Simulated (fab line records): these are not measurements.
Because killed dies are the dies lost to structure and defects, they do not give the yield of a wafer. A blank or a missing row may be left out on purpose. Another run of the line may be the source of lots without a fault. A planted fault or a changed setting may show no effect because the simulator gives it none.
A struck lot beside a sound one | flow berkeley-cmos170 | 16 steps out of a route of 331
Sound: these wafers, L998.1, L998.4, L998.5. Struck: wafer L118.2 (L118.1, L118.3, from the same lot, were not struck and are left out); the cause is given at the end.
Order at every step that has rows: each side's tool, ch and its chambers, its first start. Under that, the readings that differ: sound wafers | struck wafers | difference of the means | sigmas: that difference in standard deviations of wafers without a fault.
alike: readings whose means differ by less than 2 such deviations, and words and numbers that are the same on both sides. not compared: withheld readings, readings that some wafer has no value for, bounds like >300 that may hide the same value, and numbers for which the record gives no deviation and whose values overlap.
Wherever a step has rows on one side only, a row that says differs or no value, or a row with sigmas, the two part there. When numbers do not overlap yet have no deviation, they are printed without sigmas and do not part them. Lack of a reading on every wafer of one side parts them only where that side has two or more wafers.

first, 1 step without rows for these wafers: UCB170_M3_SOFTBAKE_06 (time 60 s).
UCB170_M3_STRIP_07: strips in O2.
  sound on plasma-asher-02 ch 0,1, day 6 20:28; struck on plasma-asher-03 ch 1, day 11 20:03
  reading                      | sound             | struck | difference | sigmas
  strip-time-to-endpoint-s (s) | 22.02 21.96 22.06 | 21.90  | -0.11      | -2
  alike: drypump-motor-current-A, oes-product-au
  not compared: rf-hours-counter-h
then, 7 steps without rows for these wafers: UCB170_M3_STRIP_08 (strips KrF in DMSO, time 600 s); UCB170_M3_COAT_09; UCB170_M3_COAT_10 (resist thk 900 nm); UCB170_M3_SOFTBAKE_11 (time 60 s); UCB170_M3_EXPOSE_12 (exposes mask METAL3, target cd 700 nm); UCB170_M3_PEB_13; UCB170_M3_DEVELOP_14 (develop time 45.91 s).
UCB170_M3_CD_MEAS_15 targets a cd of 700 nm.
  sound on cd-sem-01 at day 6 21:51; struck on cd-sem-01 at day 11 21:30
  reading    | sound             | struck | difference | sigmas
  cd-nm (nm) | 703.1 702.8 703.0 | 697.8  | -5.2       | -4
UCB170_M3_OVL_MEAS_16:
  sound on overlay-02 at day 6 21:58; struck on overlay-02 at day 11 21:37
  alike: M3_OVL
UCB170_M3_ETCH_17: etches BARC in N2/H2.
  sound on rie-diel-03 ch 0,1,3, day 6 22:01; struck on rie-diel-03 ch 2, day 11 21:39
  alike: drypump-motor-current-A, oes-product-au, throttle-valve-pct
UCB170_M3_METAL_ETCH_18: etches Al in Cl2/BCl3, stops on SiO2, target depth 1170 nm, time 195 s.
  sound on rie-metal-01 ch 0,1, day 6 22:03; struck on rie-metal-01 ch 0, day 11 21:42
  reading                             | sound             | struck | difference | sigmas
  oes-product-au (a.u.)               | 0.843 0.847 0.865 | 1.002  | +0.150     | +13
  run-length-s (s)                    | 223.5 223.3 223.6 | 128.1  | -95.4      | -99 or more
  model.M3.feature-depth-nm (nm)      | 940.8 960.6 959.8 | 598.1  | -355.6     |
  model.KrF_of_M3_COAT_10.thk-nm (nm) | 238.7 239.7 219.7 | 533.3  | +300.6     |
  model.etch.depth-nm (nm)            | 887.5 907.4 905.3 | 598.1  | -302.0     |
  alike: drypump-motor-current-A, throttle-valve-pct
  not compared: rf-hours-counter-h
UCB170_M3_STRIP_19: strips in O2.
  sound on plasma-asher-03 ch 0,1, day 6 22:14; struck on plasma-asher-03 ch 1, day 11 21:53
  reading               | sound             | struck | difference | sigmas
  oes-product-au (a.u.) | 0.563 0.572 0.551 | 0.729  | +0.167     | +8
  alike: drypump-motor-current-A
  not compared: rf-hours-counter-h
UCB170_M3_CD_MEAS_90 targets a cd of 700 nm.
  sound on cd-sem-02 at day 6 22:20; struck on cd-sem-01 at day 11 22:16
  reading    | sound       | struck | difference | sigmas
  cd-nm (nm) | 701 702 702 | 721    | +19        | +4
  not compared: hold
UCB170_M3_BOW_MEAS_20:
  sound on film-metro-02 at day 6 22:28; struck on film-metro-02 at day 12 01:37
  reading | sound | struck                   | difference                   | sigmas
  hold    | - - - | await-dispo/3.2h/release | no value on the sound wafers |
  alike: M3_BOW

== WHERE THEY PART ==
First at UCB170_M3_STRIP_07; last, within this record, at UCB170_M3_BOW_MEAS_20.

WHY: what the simulator had put in
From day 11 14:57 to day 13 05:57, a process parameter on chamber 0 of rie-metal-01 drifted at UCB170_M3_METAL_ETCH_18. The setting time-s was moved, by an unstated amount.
